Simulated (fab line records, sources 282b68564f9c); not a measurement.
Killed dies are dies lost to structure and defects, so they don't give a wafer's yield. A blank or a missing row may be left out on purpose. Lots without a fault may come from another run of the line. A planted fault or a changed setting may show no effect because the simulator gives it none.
Split-lot experiment | flow rit_cmos | 5 lots, 16 wafers read, on a route of 202 steps

THE SPLIT
At RIT_GATE_DEVELOP_15 (develop time 50 s), the setting develop_time_s was moved away from the recipe's 50 s on 4 of the 16 wafers read, by +4.7% to +13.9%. The other wafers ran this setting at the recipe's value.

FROM THE SPLIT TO THE READING: what the file shows between them, 1 step
- RIT_GATE_HARDBAKE_18: time 60 s

THE READING
GATE.cd_nm (the simulator's own value, which no gauge read), in nm, at RIT_GATE_ETCH_19 (etches poly-Si in SF6/CHF3/O2, stops on SiO2, time 165 s, target depth 312.5 nm). The file gives no usual value for it. The 12 wafers here that ran the recipe average 149.0 nm, standard deviation 2.6 nm.

wafer  | tool, chamber at the split | develop_time_s as run, s | against the recipe | GATE.cd_nm, nm | against lot-mates on the recipe
L076.1 | litho_track-03, 0          | 56.95                    | +13.9%             | 128.3          | -19.8
L076.2 | litho_track-03, 0          | 56.95                    | +13.9%             | 127.1          | -21.1
L076.3 | litho_track-03, 0          | 50                       | recipe             | 148.8          | -
L076.4 | litho_track-03, 0          | 50                       | recipe             | 147.5          | -
L077.3 | litho_track-03, 0          | 50                       | recipe             | 152.4          | -
L077.4 | litho_track-03, 0          | 50                       | recipe             | 147.9          | -
L080.2 | litho_track-01, 0          | 50                       | recipe             | 143.8          | -
L080.3 | litho_track-01, 0          | 52.35                    | +4.7%              | 142.1          | -6.9
L080.4 | litho_track-01, 0          | 52.35                    | +4.7%              | 138.9          | -10.1
L080.5 | litho_track-01, 0          | 50                       | recipe             | 150.3          | -
L080.6 | litho_track-01, 0          | 50                       | recipe             | 152.8          | -
L082.1 | litho_track-01, 0          | 50                       | recipe             | 149.2          | -
L082.2 | litho_track-01, 0          | 50                       | recipe             | 145            | -
L085.1 | litho_track-02, 0          | 50                       | recipe             | 149.2          | -
L085.3 | litho_track-02, 0          | 50                       | recipe             | 150.8          | -
L085.4 | litho_track-02, 0          | 50                       | recipe             | 150.5          | -

THE FIT
A straight line over all 16 wafers: GATE.cd_nm changes by -1.55 nm for each +1% of develop_time_s; r = -0.95; the points scatter about the line by 2.5 nm.
The same after taking each lot's own level away (the mean of its wafers on the recipe; 16 wafers): -1.49 nm for each +1%; r = -0.95; scatter 2.3 nm.
On that fit, the largest move of develop_time_s shifts the reading by 21 nm.
The lots' own levels span 147.10 to 150.17 nm, that is 1.2 times the standard deviation above.
So the lot-to-lot level changes the slope little: the two slopes agree.
Check: with one of the wafers moved furthest among these (+13.9%) left out of the fit, the line predicts -21.8 nm for it against its lot-mates. It came out at -19.8 nm against them.

OTHER SPLITS ON THESE WAFERS
These wafers also went through other splits before the reading. Each is held against what the fit with the lots' levels taken away leaves over:
other split on the same wafers       | wafers away from the commonest value | r with GATE.cd_nm (lot level and that fit taken away)
RIT_ACTIVE_CVD_03 temp_c             | 9                                    | -0.10
RIT_ACTIVE_DEVELOP_10 develop_time_s | 5                                    | +0.16
RIT_NWELL_COAT_01 spin_rpm           | 3                                    | -0.29
RIT_NWELL_DEVELOP_05 develop_time_s  | 2                                    | +0.34
RIT_PWELL_IMPLANT_08 energy_kev      | 3                                    | +0.28
RIT_NRETRO_COAT_01 spin_rpm          | 4                                    | -0.03
RIT_PRETRO_IMPLANT_08 energy_kev     | 4                                    | -0.11
RIT_GATE_CVD_08 pressure_mtorr       | 11                                   | +0.06
RIT_GATE_COAT_11 resist_thk_nm       | 4                                    | +0.78

THE FILE'S OWN FIT
GATE.cd_nm changes by -1.51 nm for each +1% of develop_time_s, r = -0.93.
